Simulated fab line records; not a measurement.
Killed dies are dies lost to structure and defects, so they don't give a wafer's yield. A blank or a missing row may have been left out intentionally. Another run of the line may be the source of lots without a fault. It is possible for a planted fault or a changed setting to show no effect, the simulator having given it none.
Struck lot and sound lot, side by side || flow rit cmos || 15 steps out of a route of 202
Sound: wafers L785.2, L785.5, L785.6. Wafers L790.1, L790.4, L790.6 were the ones struck. Last of all comes the cause.
Order at every step that has rows: each side's tool, ch and its chambers, its first start. Under that, the readings that differ: sound wafers || struck wafers || difference of the means || sigmas: that difference in standard deviations of wafers without a fault.
alike: readings whose means differ by less than 2 such deviations, and words and numbers that are the same on both sides. not compared: withheld readings, readings that some wafer has no value for, bounds like >300 that may hide the same value, and numbers for which the record gives no deviation and whose values overlap.
Wherever a step has rows on one side only, a row that says differs or no value, or a row with sigmas, the two part there. Numbers that have no deviation but don't overlap get no sigmas and don't part them. A reading that every wafer of one side lacks parts them only if that side has two wafers or more.

first, 3 steps without rows for these wafers: RIT_SDANNEAL_CLEAN_00 (cleans in SC1, time 600 s); RIT_SDANNEAL_CLEAN_01 (cleans in dHF, time 30 s); RIT_SDANNEAL_CLEAN_02 (cleans in SC2, time 600 s).
RIT_SDANNEAL_RTA_03: time 5 s.
  sound on rtp anneal-02 ch 0, day 5 00:48; struck on rtp anneal-02 ch 0, day 5 18:21
  alike: chamber o2 ppm, wafer_temp_C_max
RIT_SDANNEAL_RS_MEAS_04: measures by four-point-probe.
  struck on film metro-01, day 5 18:25; sound on film metro-03, day 5 00:52
  alike: PSD_RS
RIT_SDANNEAL_RS_MEAS_05: measures by four-point-probe.
  struck on film metro-01, day 5 18:32; sound on film metro-03, day 5 00:59
  alike: NSD_RS
RIT_SDANNEAL_RS_MEAS_06: measures by four-point-probe.
  struck on film metro-01, day 5 18:39; sound on film metro-03, day 5 01:07
  alike: PLDD_RS
RIT_SDANNEAL_RS_MEAS_07: measures by four-point-probe.
  struck on film metro-01, day 5 18:46; sound on film metro-03, day 5 01:14
  alike: NLDD_RS
then, 1 step without rows for these wafers: RIT_SILICIDE_WET_ETCH_00 (etches SiO2 in BOE, target depth 14 nm, time 15 s).
RIT_SILICIDE_SPUTTER_01: material Ti, target thk 30 nm, time 240 s.
  struck on pvd sputter-01, day 5 18:54; sound on pvd sputter-04, day 5 01:20
  alike: throttle valve pct
RIT_SILICIDE_RS_MEAS_02: measures by four-point-probe.
  struck on film metro-02, day 5 19:03; sound on film metro-04, day 5 01:31
  alike: SILICIDE_TI_RS
RIT_SILICIDE_THK_MEAS_03: measures by xrf.
  struck on film metro-02, day 5 19:10; sound on film metro-04, day 5 01:37
  alike: SILICIDE_TI_THK
RIT_SILICIDE_RTA_04: time 10 s, ramp up 5 s, ramp down 5 s.
  sound on rtp anneal-01 ch 0, day 5 01:41; struck on rtp anneal-01 ch 0, day 5 19:14
{"reading": "chamber o2 ppm", "sound": "2.012 2.001 2.000", "struck": "1502.0 1502.0 1502.0", "difference": "+1500.0", "sigmas": "+99 or more"}
  alike: wafer_temp_C_max
then, 2 steps without rows for these wafers: RIT_SILICIDE_WET_ETCH_05 (etches Ti in SPM, time 120 s); RIT_M1_PROBE_99.

## WHERE THEY PART
Only at RIT_SILICIDE_RTA_04, as far as this record shows.

WHY: what the simulator had put in
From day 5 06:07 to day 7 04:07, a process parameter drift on rtp anneal-01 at RIT_SILICIDE_RTA_04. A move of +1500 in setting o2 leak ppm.
